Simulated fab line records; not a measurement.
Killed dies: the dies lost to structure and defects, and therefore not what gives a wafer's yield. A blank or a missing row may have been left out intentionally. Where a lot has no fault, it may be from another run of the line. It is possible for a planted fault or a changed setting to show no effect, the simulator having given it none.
2 desks, one fault || flow berkeley_cmos170 || every desk sees just its own numbers, and what lay behind them comes last

== FROM THE METROLOGY DESK ==
Lot by lot, what the gauges showed, no matter which tool ran the lot: averages of those sampled wafers that carry a number. Marked OUT: a lot whose mean sits more than 4 standard deviations from the usual mean, which makes it out of limits; the brackets give that distance.
Columns: A = NVT_OVL at UCB170_NVT_OVL_MEAS_06, usual 0 nm; B = GATE_POLY_THK at UCB170_GATE_THK_MEAS_05, usual 214.3 nm
{"lot": "L786", "first seen here": "day 6 18:32", "A": 1, "B": 215.5}
{"lot": "L787", "first seen here": "day 6 18:47", "A": 2, "B": 217.1}
{"lot": "L789", "first seen here": "day 7 00:32", "A": -0, "B": 215.3}
{"lot": "L788", "first seen here": "day 7 00:42", "A": 8, "B": 220.5}
{"lot": "L793", "first seen here": "day 7 09:08", "A": 0, "B": 216.3}
{"lot": "L792", "first seen here": "day 7 09:10", "A": 0, "B": 216.4}
{"lot": "L794", "first seen here": "day 8 15:16", "A": -6, "B": 212.5}
{"lot": "L800", "first seen here": "day 8 22:18", "A": -3, "B": 213.2}
{"lot": "L796", "first seen here": "day 8 22:34", "A": 1, "B": 215.0}
{"lot": "L797", "first seen here": "day 8 22:50", "A": 2, "B": 216.7}
{"lot": "L795", "first seen here": "day 8 23:07", "A": -6, "B": 214.0}
{"lot": "L799", "first seen here": "day 8 23:23", "A": 0, "B": 214.1}
{"lot": "L805", "first seen here": "day 9 17:14", "A": 9, "B": "169.9 (-17) OUT"}
{"lot": "L804", "first seen here": "day 9 17:29", "A": 5, "B": "170.2 (-17) OUT"}
{"lot": "L806", "first seen here": "day 9 17:31", "A": -3, "B": "175.1 (-15) OUT"}
{"lot": "L801", "first seen here": "day 9 17:46", "A": 10, "B": "171.7 (-16) OUT"}
This desk reports L801, L804, L805, L806 out of limits; the earliest was L804 at day 10 09:11 (GATE_POLY_THK at UCB170_GATE_THK_MEAS_05). L786, L787, L789, L788, L793, L792, L794, L800, L796, L797, L795, L799 stayed within limits.

== FOR THE TOOL OWNER'S DESK: lpcvd-01 ==
The tool's own readings at UCB170_GATE_CVD_04 (deposits poly-Si from SiH4, time 1440 s, target thk 214 nm): means of the sampled wafers that have a number, for each lot that ran on this tool. Marked OUT: a lot whose mean sits more than 4 standard deviations from the usual mean, which makes it out of limits; the brackets give that distance.
Columns: A = sih4_flow_sccm at UCB170_GATE_CVD_04, usual 120.0 sccm; B = spike_tc_centre_C at UCB170_GATE_CVD_04, usual 611.1 C; C = susceptor_temp_C at UCB170_GATE_CVD_04, usual 610.01 C
{"lot": "L786", "first seen here": "day 7 06:53", "A": 120.1, "B": 610.4, "C": 609.90}
{"lot": "L787", "first seen here": "day 7 06:53", "A": 120.3, "B": 611.0, "C": 609.68}
{"lot": "L788", "first seen here": "day 7 16:22", "A": 120.1, "B": 612.3, "C": 610.06}
{"lot": "L789", "first seen here": "day 7 16:22", "A": 120.1, "B": 610.9, "C": 610.16}
{"lot": "L792", "first seen here": "day 8 02:25", "A": 119.5, "B": 610.2, "C": 610.34}
{"lot": "L793", "first seen here": "day 8 02:25", "A": 120.3, "B": 609.7, "C": 610.20}
{"lot": "L795", "first seen here": "day 9 13:14", "A": 120.0, "B": 610.9, "C": 610.13}
{"lot": "L796", "first seen here": "day 9 13:14", "A": 120.1, "B": 611.9, "C": 609.72}
{"lot": "L797", "first seen here": "day 9 13:14", "A": 119.5, "B": 611.9, "C": 609.98}
{"lot": "L799", "first seen here": "day 9 13:14", "A": 120.5, "B": 610.4, "C": 609.87}
{"lot": "L800", "first seen here": "day 9 13:14", "A": 120.2, "B": 609.4, "C": 609.76}
{"lot": "L801", "first seen here": "day 10 07:47", "A": "95.8 (-59) OUT", "B": 611.0, "C": 610.27}
{"lot": "L804", "first seen here": "day 10 07:47", "A": "95.9 (-59) OUT", "B": 610.3, "C": 610.46}
{"lot": "L805", "first seen here": "day 10 07:47", "A": "96.2 (-58) OUT", "B": 611.7, "C": 610.13}
{"lot": "L806", "first seen here": "day 10 07:47", "A": "95.8 (-59) OUT", "B": 610.7, "C": 610.04}
This desk's finding: out of limits on L801, L804, L805, L806; first on L801, day 10 07:47 (sih4_flow_sccm at UCB170_GATE_CVD_04). L786, L787, L788, L789, L792, L793, L795, L796, L797, L799, L800 stayed within limits.

== PUT TOGETHER ==
The tool owner's desk had the chance to raise an alarm at day 10 07:47 on L801, L804, L805, L806.
The metrology desk could have raised an alarm at day 10 09:11, on L801, L804, L805, L806.
UCB170_GATE_CVD_04 was run on lpcvd-01 by each of the lots named.

== WHAT HAD BEEN PUT IN BY THE SIMULATOR ==
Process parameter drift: lpcvd-01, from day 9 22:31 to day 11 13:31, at UCB170_GATE_CVD_04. Setting sih4_flow_sccm shifted by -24 from 120. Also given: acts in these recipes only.
Shown lots that were struck: L801, L804, L805, L806.
Counting hours from when the fault started, the first reading out of limits came at 9 for the tool owner's desk and at 11 for the metrology desk.
